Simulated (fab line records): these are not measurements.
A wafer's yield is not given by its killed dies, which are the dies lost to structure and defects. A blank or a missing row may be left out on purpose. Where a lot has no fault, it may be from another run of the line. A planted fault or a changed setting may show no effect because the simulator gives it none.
Which tool did it? / flow rit-cmos / 7 lots with 21 wafers sampled at 2 steps, on a route of 202 steps

WHAT THE GAUGES SHOWED, per wafer
RIT_PRETRO_OVL_MEAS_06.
lot=L491; measured=day 3 10:35; on=overlay-02; PRETRO_OVL (nm)=0.5 -0.5 0.6
lot=L496; measured=day 3 22:13; on=overlay-01; PRETRO_OVL (nm)=1.4 1.7 1.1
lot=L497; measured=day 4 05:08; on=overlay-01; PRETRO_OVL (nm)=- - -
lot=L499; measured=day 4 11:47; on=overlay-02; PRETRO_OVL (nm)=-1.9 -0.8 1.3
lot=L507; measured=day 6 07:04; on=overlay-01; PRETRO_OVL (nm)=0.6 -2.3 -0.4
lot=L510; measured=day 7 00:13; on=overlay-01; PRETRO_OVL (nm)=-1.8 0.6 -1.3
lot=L512; measured=day 7 06:23; on=overlay-02; PRETRO_OVL (nm)=0.5 1.2 1.4

WHAT TOOL EACH LOT RAN ON (gives the tool, then ch and the chambers of the sampled wafers, and finally the start)
lot=L491; RIT_PRETRO_COAT_01=litho-track-01 ch 0, day 3 09:47
lot=L496; RIT_PRETRO_COAT_01=litho-track-02 ch 0, day 3 21:21
lot=L497; RIT_PRETRO_COAT_01=litho-track-02, day 4 04:25
lot=L499; RIT_PRETRO_COAT_01=litho-track-01 ch 0, day 4 10:57
lot=L507; RIT_PRETRO_COAT_01=litho-track-03 ch 0, day 6 06:13
lot=L510; RIT_PRETRO_COAT_01=litho-track-01 ch 0, day 6 23:22
lot=L512; RIT_PRETRO_COAT_01=litho-track-03 ch 0, day 7 05:34
- RIT_PRETRO_COAT_01: resist thk 1300 nm.

THE ANSWER, worked out from the rows above alone
Rule: what is usual is taken from the lots themselves. The widest of any qualifying gaps counts: lots, ordered by their means at a reading, are off when they make up no more than a third of the lots, leave a main group of 4 or more, and stand apart from it by 3 or more times the standard deviation of that group's means. The tables above print the reading to a certain number of digits; a main group whose means all agree to those digits is not used. Also off: a lot with no number at a reading for which 4 or more lots have one. The other lots that the step has rows for count as sound.
Off: L497, at RIT_PRETRO_OVL_MEAS_06 (PRETRO_OVL). Without a number there: L497. The main group has a mean of 0.1 nm with a standard deviation of 0.86.
If a tool, at a process step before that reading, ran all the lots that are off and no sound lot after the first of them, it fits. The gauges at RIT_PRETRO_OVL_MEAS_06 are tried like those tools. One candidate fits, namely litho-track-02 at RIT_PRETRO_COAT_01. A fault onset in the window from L496 (day 3 21:21, its last sound lot) to L497 (day 4 04:25, its first lot off) fits.

WHAT HAD BEEN PUT IN BY THE SIMULATOR
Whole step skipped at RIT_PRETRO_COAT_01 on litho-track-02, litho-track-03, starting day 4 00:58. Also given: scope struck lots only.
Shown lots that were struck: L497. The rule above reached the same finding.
